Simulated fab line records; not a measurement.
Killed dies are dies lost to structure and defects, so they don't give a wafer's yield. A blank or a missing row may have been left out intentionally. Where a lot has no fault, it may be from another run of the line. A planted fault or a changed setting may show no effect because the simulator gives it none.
Problem report in the 8D (eight disciplines) form, filled by code ; flow berkeley_cmos170 ; the parts of the form that need people (team, actions taken, sign-off) are left out

1. WHAT IS WRONG
Mean of wafer_temp_C_max at UCB170_CONTACT_RTA_08: 924.4 across 6 wafers in 2 lots; on wafers with no fault it is 903.9 (standard deviation 0.69). Relative to the usual mean, that is a shift of +30 standard deviations.
The step: time 10 s.
First observed at day 11 14:21: wafer L306.2, on rtp_anneal-01. Wafers with a number at this step in the record: 42, from 14 lots. The rule behind "out" and "out of limits": a value lying over 4 standard deviations away from the usual mean. The rest of the wafers with a number are treated as sound.

2. WHAT THIS IS AND IS NOT
question;is;is not
which readings at this step;wafer_temp_C_max;lamp_power_pct
which lots;L306, L308;L292, L293, L294, L295, L296, L297, L298, L299, L300, L301, L302, L312
which wafers of those lots;all that have a number;-
read on which tools;rtp_anneal-01;rtp_anneal-02
when;from day 11 14:21;"up to then (33 sound wafers); but 3 sound wafers of L312 came after"

3. SUSPECTS, AND WHAT RULES EACH OUT
Counting: any tool at a process step up to the reading is kept as a suspect provided that every lot that is out went through it and no sound lot did after the first of them.
- rtp_anneal-01 at UCB170_SDANNEAL_RTA_00 (time 10 s): ruled out as a lasting fault. Following L306 (day 11 10:15), the first lot on it that is out, the sound lots L312 were run on it.
- rtp_anneal-01 at UCB170_CONTACT_RTA_08 (time 10 s): kept. It ran every lot that is out, first L306 (day 11 14:21), and no sound lot after that; its last sound lot up to then is L301 (day 10 12:29). Its own readings are out on those wafers: wafer_temp_C_max.
Left after counting: rtp_anneal-01 at UCB170_CONTACT_RTA_08.

4. THE CAUSE (what the simulator had put in)
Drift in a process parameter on rtp_anneal-01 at UCB170_CONTACT_RTA_08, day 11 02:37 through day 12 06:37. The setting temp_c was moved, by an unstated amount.
Only this tool survived the counting.

5. THE CHAIN OF EFFECTS, in route order
One row per reading whose mean, taken over the struck wafers that have a number, lies over 3 standard deviations from the usual. Scope: only readings with a usual standard deviation given in the record; hours: median across lots of the time from each lot's start at the first step in this table that gives one to its start at this step; sigmas: change in usual standard deviations.
hours;step;reading;usual;on struck wafers;change;sigmas
0;UCB170_CONTACT_RTA_08;wafer_temp_C_max;903.9;924.4;+20.5;+30
Its process steps:
- UCB170_CONTACT_RTA_08: time 10 s.
At these later measuring or inspecting steps, every struck wafer for which the step has a row has a number for every such reading, and none has moved that far: UCB170_CONTACT_CD_MEAS_90.

6. HOW IT WOULD HAVE BEEN CAUGHT EARLIER
First out-of-limits reading in this record: day 11 14:21, which is 12 hours after fault onset at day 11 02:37.
